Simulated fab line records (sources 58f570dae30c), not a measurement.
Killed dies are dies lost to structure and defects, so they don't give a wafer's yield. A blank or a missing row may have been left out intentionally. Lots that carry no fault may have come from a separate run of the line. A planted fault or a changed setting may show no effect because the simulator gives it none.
Which tool was responsible? :: flow berkeley_cmos170 :: 14 lots (42 wafers sampled), 1 step of a 331-step route

## WHAT THE GAUGES SHOWED, per wafer
The record holds no reading of a measuring or inspecting step that can be judged against a usual standard deviation.

## WHAT TOOL EACH LOT RAN ON (gives the tool, then ch and the chambers of the sampled wafers, and finally the start)
lot: L671
UCB170_M2_ETCH_17: rie_diel-01 ch 2,3, day 8 09:39

lot: L673
UCB170_M2_ETCH_17: rie_diel-04 ch 0,2,3, day 8 19:58

lot: L672
UCB170_M2_ETCH_17: rie_diel-01 ch 1,2,3, day 8 23:22

lot: L676
UCB170_M2_ETCH_17: rie_diel-04 ch 2,3, day 9 19:19

lot: L682
UCB170_M2_ETCH_17: rie_diel-01 ch 1,3, day 10 05:04

lot: L681
UCB170_M2_ETCH_17: rie_diel-04 ch 0,2,3, day 10 07:14

lot: L680
UCB170_M2_ETCH_17: rie_diel-01 ch 1,3, day 10 07:17

lot: L684
UCB170_M2_ETCH_17: rie_diel-03 ch 0,1, day 11 07:06

lot: L689
UCB170_M2_ETCH_17: rie_diel-04 ch 1,3, day 11 22:53

lot: L688
UCB170_M2_ETCH_17: rie_diel-04 ch 0,1,3, day 12 02:36

lot: L690
UCB170_M2_ETCH_17: rie_diel-03 ch 1,3, day 12 13:30

lot: L692
UCB170_M2_ETCH_17: rie_diel-03 ch 0,1,3, day 12 14:13

lot: L693
UCB170_M2_ETCH_17: rie_diel-04 ch 0,1,3, day 12 14:42

lot: L694
UCB170_M2_ETCH_17: rie_diel-03 ch 0,2,3, day 13 16:51
- UCB170_M2_ETCH_17: etches BARC in N2/H2.

## WHAT THE TOOLS THEMSELVES READ (means of the sampled wafers that have a number; where no wafer has one, the mark that the record gives instead)
UCB170_M2_ETCH_17.
lot: L671
tool: rie_diel-01
drypump_motor_current_A (A): 5.54
oes_product_au (a.u.): 1.009
throttle_valve_pct (%): 13.20

lot: L673
tool: rie_diel-04
drypump_motor_current_A (A): 5.79
oes_product_au (a.u.): 1.013
throttle_valve_pct (%): 13.32

lot: L672
tool: rie_diel-01
drypump_motor_current_A (A): 5.59
oes_product_au (a.u.): 1.011
throttle_valve_pct (%): 13.21

lot: L676
tool: rie_diel-04
drypump_motor_current_A (A): 5.60
oes_product_au (a.u.): 1.025
throttle_valve_pct (%): 13.35

lot: L682
tool: rie_diel-01
drypump_motor_current_A (A): 5.60
oes_product_au (a.u.): 0.776
throttle_valve_pct (%): 13.20

lot: L681
tool: rie_diel-04
drypump_motor_current_A (A): 5.78
oes_product_au (a.u.): 1.021
throttle_valve_pct (%): 13.32

lot: L680
tool: rie_diel-01
drypump_motor_current_A (A): 5.53
oes_product_au (a.u.): 0.781
throttle_valve_pct (%): 13.27

lot: L684
tool: rie_diel-03
drypump_motor_current_A (A): 5.40
oes_product_au (a.u.): 1.005
throttle_valve_pct (%): 13.33

lot: L689
tool: rie_diel-04
drypump_motor_current_A (A): 5.74
oes_product_au (a.u.): 1.027
throttle_valve_pct (%): 13.33

lot: L688
tool: rie_diel-04
drypump_motor_current_A (A): 5.76
oes_product_au (a.u.): 1.023
throttle_valve_pct (%): 13.31

lot: L690
tool: rie_diel-03
drypump_motor_current_A (A): 5.31
oes_product_au (a.u.): 1.025
throttle_valve_pct (%): 13.24

lot: L692
tool: rie_diel-03
drypump_motor_current_A (A): 5.51
oes_product_au (a.u.): 1.008
throttle_valve_pct (%): 13.24

lot: L693
tool: rie_diel-04
drypump_motor_current_A (A): 5.74
oes_product_au (a.u.): 1.025
throttle_valve_pct (%): 13.31

lot: L694
tool: rie_diel-03
drypump_motor_current_A (A): 5.68
oes_product_au (a.u.): 1.015
throttle_valve_pct (%): 13.22

## THE ANSWER, worked out from the rows above alone
Rule: what is usual is taken from the lots themselves. Put in order of their means at a reading, lots are off if they are a third of the lots or fewer, leave a main group of 4 or more, and stand apart from it by a gap of 3 or more times the standard deviation of the main group's means; of several such gaps the widest counts. If all means in a main group match to the digits the tables above print for the reading, that group is not used. Also off: a lot with no number at a reading for which 4 or more lots have one. Any other lot the step has rows for is counted as sound. After the gauges, taken in route order, come the tools' own readings; for these a lot's mean is taken, as printed above. At the first step where some lot is off, the reading lying furthest off is the one used; lots without a number count as furthest.
Off: L682, L680, at UCB170_M2_ETCH_17 (oes_product_au). Mean 1.017 a.u. and standard deviation 0.0076 in the main group.
If a tool, at that step or one of the process steps before it, ran each lot that is off and ran no sound lot following the first of them, it fits. One candidate fits, namely rie_diel-01 at UCB170_M2_ETCH_17. Its last sound lot is L672 (day 8 23:22), its first lot that is off L682 (day 10 05:04): a fault that began between those two fits.
The tool's own readings at UCB170_M2_ETCH_17 bear it out: on the lots that are off they differ by more than 5 times the standard deviation of the sound lots' means. oes_product_au reads 0.778 a.u. there against 1.017 a.u. on the sound lots.

## WHAT HAD BEEN PUT IN BY THE SIMULATOR
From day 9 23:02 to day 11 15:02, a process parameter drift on rie_diel-01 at UCB170_M2_ETCH_17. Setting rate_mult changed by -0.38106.
Struck lots among those shown: L682, L680. The same result came from the rule above.
